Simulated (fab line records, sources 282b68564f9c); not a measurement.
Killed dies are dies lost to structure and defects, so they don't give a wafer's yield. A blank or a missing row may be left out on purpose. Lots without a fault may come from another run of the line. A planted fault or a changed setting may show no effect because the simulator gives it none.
Which tool did it? | flow rit_cmos | 7 lots, 21 wafers sampled, at 2 steps of a route of 202

WHAT THE GAUGES READ, wafer by wafer
RIT_GATE_THK_MEAS_07.
lot  | measured    | on            | GATE_OXIDE_THK (nm)
L735 | day 2 20:31 | film_metro-03 | 3.04 3.04 3.02
L738 | day 3 09:22 | film_metro-03 | 5.27 5.15 5.19
L748 | day 5 07:09 | film_metro-04 | 2.92 3.03 2.90
L751 | day 5 22:24 | film_metro-03 | 3.01 2.97 3.04
L753 | day 6 08:24 | film_metro-04 | 3.01 3.10 3.02
L755 | day 6 18:38 | film_metro-04 | 2.94 2.96 2.93
L757 | day 7 04:47 | film_metro-04 | 3.19 3.20 3.16

WHICH TOOL RAN EACH LOT (tool, then ch and the chambers of the sampled wafers, then the start)
lot  | RIT_GATE_OXIDATION_05
L735 | furnace-01 ch 0, day 2 19:12
L738 | furnace-02 ch 0, day 3 05:34 and furnace-01 ch 0, day 3 06:49
L748 | furnace-02 ch 0, day 5 05:49
L751 | furnace-01 ch 0, day 5 21:03
L753 | furnace-04 ch 0, day 6 07:04
L755 | furnace-01 ch 0, day 6 17:19
L757 | furnace-04 ch 0, day 7 03:28
- RIT_GATE_OXIDATION_05: target thk 3 nm, ox time 270 s.

THE ANSWER, worked out from the rows above alone
Rule: what is usual is taken from the lots themselves. Put in order of their means at a reading, lots are off if they are a third of the lots or fewer, leave a main group of 4 or more, and stand apart from it by a gap of 3 or more times the standard deviation of the main group's means; of several such gaps the widest counts. A main group whose means are all the same, to the digits that the tables above print for the reading, isn't used. A lot without any number at a reading at which 4 lots or more have one is off too. The other lots that the step has rows for count as sound.
Off: L738, at RIT_GATE_THK_MEAS_07 (GATE_OXIDE_THK). The main group: mean 3.03 nm, standard deviation 0.08.
A tool fits if, at a process step before that reading, it ran every lot that is off, and no sound lot after the first of them. The gauges at RIT_GATE_THK_MEAS_07 are tried like those tools. None of those tried fits.

WHAT THE SIMULATOR HAD PUT IN
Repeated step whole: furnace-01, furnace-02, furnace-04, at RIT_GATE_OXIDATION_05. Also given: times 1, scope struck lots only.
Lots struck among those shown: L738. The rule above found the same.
